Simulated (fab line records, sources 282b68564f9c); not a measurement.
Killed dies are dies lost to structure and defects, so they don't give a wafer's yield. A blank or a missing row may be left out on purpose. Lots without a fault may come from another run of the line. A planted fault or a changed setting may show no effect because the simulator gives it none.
fab line records | flow rit_cmos
record lots=6 wafers=18 last_day=7
route steps=202 shown ACTIVE@19 FOX1@20 FOX2@23 NWELL@28 M1@202
lots that met no fault: from a run of the same line without faults
start_h: hours from the record's first day to the start of the lot's first wafer shown | wait_h: hours since the lot's step before | " the same as in the row above | L1.1+2: a row that stands for several wafers | - no value, or no start given | * or withheld: withheld | < > ~ a bound
route shown NAME@n: a module of which the file shows steps, and the number in the route of the first | usual: mean/standard deviation of fault-free wafers | same: alike in all rows | chamber/n: place in a boat | sites: the reading at each site | _std_site: their standard deviation | _edge_site: outer sites' mean less inner sites' | radius_mm: how far each site lies from the wafer's centre | mask NAME#n: copy n | behind: the tool/chamber that last shaped the wafer | hold: why the lot was held/for how many hours/how that ended | device: the transistor (n, p or np) that didn't switch | end of line: the same wafers' tests at the end of the route | a step without rows: its recipe alone | killed: dies lost to structure and defects at the first sort, not the wafer's yield | map: a wafer's dies, x killed, . not, _ none there
set.NAME: the setting as run; set.NAME@STEP: as run at that earlier step | model.NAME: the simulator's own value behind a step, which no gauge read
lots at some steps of the route; a table a step, a row a wafer
services: from which hour (start_h, from the record's first day; less than 0 if before it) a tool's chamber was out of use, for how many hours, and why
## steps
# step RIT_ACTIVE_CLEAN_17
# recipe chemistry=SC2 mix=3:3:50 time_s=600 temp_c=75 dry=n2_spin
# step RIT_FOX1_OXIDATION_00
# recipe temp_c=1100 ambient=H2O target_thk_a=3507 p_h2o_torr=720 ox_time_s=1130
# step RIT_FOX1_THK_MEAS_01
# recipe reads=SiO2_of_FOX1_OXIDATION_00
# usual FOX1_OXIDE_THK=350/5.6
# columns lot.wafer tool chamber start_h wait_h FOX1_OXIDE_THK[nm]
L107.3 film_metro-01 - 16.84 0.0 347
L107.4 " - " " 353
L107.5 " - " " 356
L115.2 film_metro-03 - 58.89 0.0 339
L115.4 " - " " 348
L115.5 " - " " 344
L122.2 film_metro-03 - 94.26 0.0 355
L122.3 " - " " 359
L122.6 " - " " 358
L123.2 film_metro-03 - 98.48 0.0 355
L123.3 " - " " 354
L123.4 " - " " 353
L128.3 film_metro-01 - 122.01 0.0 336
L128.4 " - " " 343
L128.6 " - " " 339
L129.1 film_metro-04 - 127.85 0.0 353
L129.4 " - " " 352
L129.6 " - " " 349
# step RIT_FOX1_WET_ETCH_02
# recipe chemistry=BOE target_depth_nm=350 time_s=390 temp_c=21.5 dry=n2_spin dilution=10:1 target=SiO2
# step RIT_FOX2_OXIDATION_00
# recipe temp_c=1100 ambient=H2O target_thk_a=3507 p_h2o_torr=720 ox_time_s=1130
# step RIT_FOX2_THK_MEAS_01
# recipe reads=SiO2_of_FOX2_OXIDATION_00
# usual FOX2_OXIDE_THK=348/5.4
# columns lot.wafer tool chamber start_h wait_h FOX2_OXIDE_THK[nm]
L107.3 film_metro-04 - 19.46 0.0 354
L107.4 " - " " 355
L107.5 " - " " 353
L115.2 film_metro-02 - 63.75 0.0 346
L115.4 " - " " 353
L115.5 " - " " 348
L122.2 film_metro-03 - 95.96 0.0 343
L122.3 " - " " 345
L122.6 " - " " 341
L123.2 film_metro-02 - 99.97 0.0 344
L123.3 " - " " 339
L123.4 " - " " 351
L128.3 film_metro-02 - 123.51 0.0 353
L128.4 " - " " 352
L128.6 " - " " 357
L129.1 film_metro-03 - 129.35 0.0 342
L129.4 " - " " 349
L129.6 " - " " 346
# step RIT_FOX2_CLEAN_02
# recipe chemistry=dHF dilution=50:1 time_s=180
# step RIT_FOX2_WET_ETCH_03
# recipe chemistry=H3PO4 target=Si3N4 target_depth_nm=195 temp_c=165 time_s=2700
# step RIT_FOX2_THK_MEAS_90
# recipe reads=SiO2_of_FOX2_OXIDATION_00
# usual FIELD_OXIDE_LEFT_1_THK=321/5.4
# columns lot.wafer tool chamber start_h wait_h FIELD_OXIDE_LEFT_1_THK[nm]
L107.3 film_metro-04 - 20.34 0.0 327
L107.4 " - " " 328
L107.5 " - " " 326
L115.2 film_metro-03 - 64.63 0.0 319
L115.4 " - " " 325
L115.5 " - " " 321
L122.2 film_metro-04 - 96.84 0.0 316
L122.3 " - " " 319
L122.6 " - " " 315
L123.2 film_metro-04 - 100.84 0.0 316
L123.3 " - " " 311
L123.4 " - " " 323
L128.3 film_metro-03 - 124.39 0.0 326
L128.4 " - " " 325
L128.6 " - " " 330
L129.1 film_metro-03 - 130.28 0.0 314
L129.4 " - " " 322
L129.6 " - " " 318
# step RIT_NWELL_HMDS_00
# recipe prime_time_s=60 prime_temp_c=140
# step RIT_NWELL_COAT_01
# recipe resist=NOVOLAK spin_rpm=2000 resist_thk_nm=1300
# step RIT_NWELL_SOFTBAKE_02
# recipe resist=NOVOLAK temp_c=90 time_s=60
# step RIT_NWELL_EXPOSE_03
# recipe mask_id=M2 na=0.57 target_cd_nm=43900 dose_mj=250
# same na=0.57
# columns lot.wafer tool chamber start_h wait_h mask model.NWELL.overlay_x_nm
L107.3+4+5 iline_stepper-01 0 20.94 0.2 M2#0 1.3
L115.2+4+5 iline_stepper-02 0 65.14 0.1 M2#0 1.349
L122.2+3+6 iline_stepper-01 0 97.36 0.1 M2#0 1.917
L123.2+3+4 iline_stepper-01 0 101.36 0.1 M2#0 1.767
L128.3+4+6 iline_stepper-02 0 124.92 0.1 M2#0 0.5153
L129.1+4+6 iline_stepper-02 0 130.86 0.1 M2#0 -0.3562
# step RIT_NWELL_PEB_04
# recipe resist=NOVOLAK temp_c=withheld time_s=withheld
# step RIT_M1_PROBE_99
# usual killed_at_contacts=0.1/0.27 killed_at_front_end=7/3 killed_dies=7.0/3 killed_open=3.5/2.1 killed_short=3.4/1.9
# same gross_dies=264 killed_at_M0_to_M3=0 killed_at_M4_up=0 killed_at_back_side=0 killed_at_other=0
# columns lot.wafer tool chamber start_h wait_h killed_at_contacts killed_at_front_end killed_dies killed_open killed_short
L107.3 prober-02 - 62.64 0.2 1 7 8 2 6
L107.4 prober-02 - 62.69 0.2 0 9 9 5 4
L107.5 prober-02 - 62.74 0.2 0 6 6 5 1
L115.2 prober-01 - 103.72 0.1 0 6 6 4 2
L115.4 prober-01 - 103.82 0.2 0 10 10 4 6
L115.5 prober-01 - 103.87 0.2 0 4 4 3 1
L122.2 prober-02 - 136.72 0.1 0 11 11 3 8
L122.3 prober-02 - 136.77 0.2 0 12 12 10 1
L122.6 prober-02 - 136.92 0.2 0 11 11 7 3
L123.2 prober-01 - 138.74 0.1 0 2 2 2 0
L123.3 prober-01 - 138.79 0.2 0 3 3 0 3
L123.4 prober-01 - 138.84 0.2 0 8 8 3 5
# killed by level:class
L107.3 FOX1:geometric_particle:short=3 FOX1:geometric_particle:open=2 REOX:geometric_particle:short=1 SPACER:geometric_particle:short=1 CONTACT:geometric_particle:short=1
L107.4 REOX:geometric_particle:open=2 FOX1:geometric_particle:short=1 GATE:geometric_particle:open=1 GATE:geometric_particle:short=1 SPACER:geometric_particle:open=1 SPACER:geometric_particle:short=1 SILICIDE:geometric_particle:short=1 SILICIDE:geometric_particle:open=1
L107.5 REOX:geometric_particle:open=2 SPACER:geometric_particle:open=2 FOX2:geometric_particle:open=1 GATE:geometric_particle:short=1
L115.2 GATE:geometric_particle:open=2 GATE:geometric_particle:short=1 REOX:geometric_particle:short=1 REOX:geometric_particle:open=1 SILICIDE:geometric_particle:open=1
L115.4 GATE:geometric_particle:short=5 GATE:geometric_particle:open=2 FOX1:geometric_particle:short=1 FOX1:geometric_particle:open=1 SPACER:geometric_particle:open=1
L115.5 GATE:geometric_particle:open=1 REOX:geometric_particle:short=1 REOX:geometric_particle:open=1 SPACER:geometric_particle:open=1
L122.2 SPACER:geometric_particle:short=3 GATE:geometric_particle:short=2 FOX1:geometric_particle:open=1 FOX1:geometric_particle:short=1 FOX2:geometric_particle:open=1 GATE:geometric_particle:open=1 REOX:geometric_particle:short=1 SILICIDE:geometric_particle:short=1
L122.3 GATE:geometric_particle:open=4 FOX1:geometric_particle:open=2 FOX2:geometric_particle:open=2 FOX1:geometric_particle:short=1 SPACER:geometric_particle:open=1 SILICIDE:geometric_particle:open=1 NWELL:coat_microbubble_printed=1
L122.6 GATE:geometric_particle:open=5 FOX1:geometric_particle:short=2 GATE:geometric_particle:short=1 REOX:geometric_particle:open=1 SPACER:geometric_particle:open=1 NWELL:coat_microbubble_printed=1
L123.2 SILICIDE:geometric_particle:open=2
L123.3 FOX1:geometric_particle:short=2 GATE:geometric_particle:short=1
L123.4 FOX1:geometric_particle:short=2 GATE:geometric_particle:short=2 FOX1:geometric_particle:open=1 FOX2:geometric_particle:open=1 GATE:geometric_particle:open=1 SPACER:geometric_particle:short=1
## services
# columns tool chamber start_h hours kind
iline_stepper-02 - 14.60 6.4 repair
iline_stepper-01 - 37.26 26.9 repair
iline_stepper-01 - 64.20 1.7 pm
iline_stepper-01 0 69.91 - calibration
iline_stepper-01 - 105.50 5.6 repair
## key
first_sign none at tools or gauges
model_effect step=RIT_NWELL_EXPOSE_03 value=NWELL.overlay_x_nm without=-0.2039 struck=1.842
met_at RIT_NWELL_EXPOSE_03
struck_wafers L122.2,L122.3,L122.6,L123.2,L123.3,L123.4
tester_left_out L122,L123
onset_between 20.94 97.36
fault kind=scanner_matching_overlay tool=iline_stepper-01 chamber=- onset_h=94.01 steps=RIT_NWELL_EXPOSE_03 offset=2.0455
# tester_left_out: of these lots the tester's yield and bins aren't shown, on N5 and GAA mostly nor the transistor test; their killed dies are dies lost to structure and defects alone, not to doping, threshold or leakage, so they don't give the yield
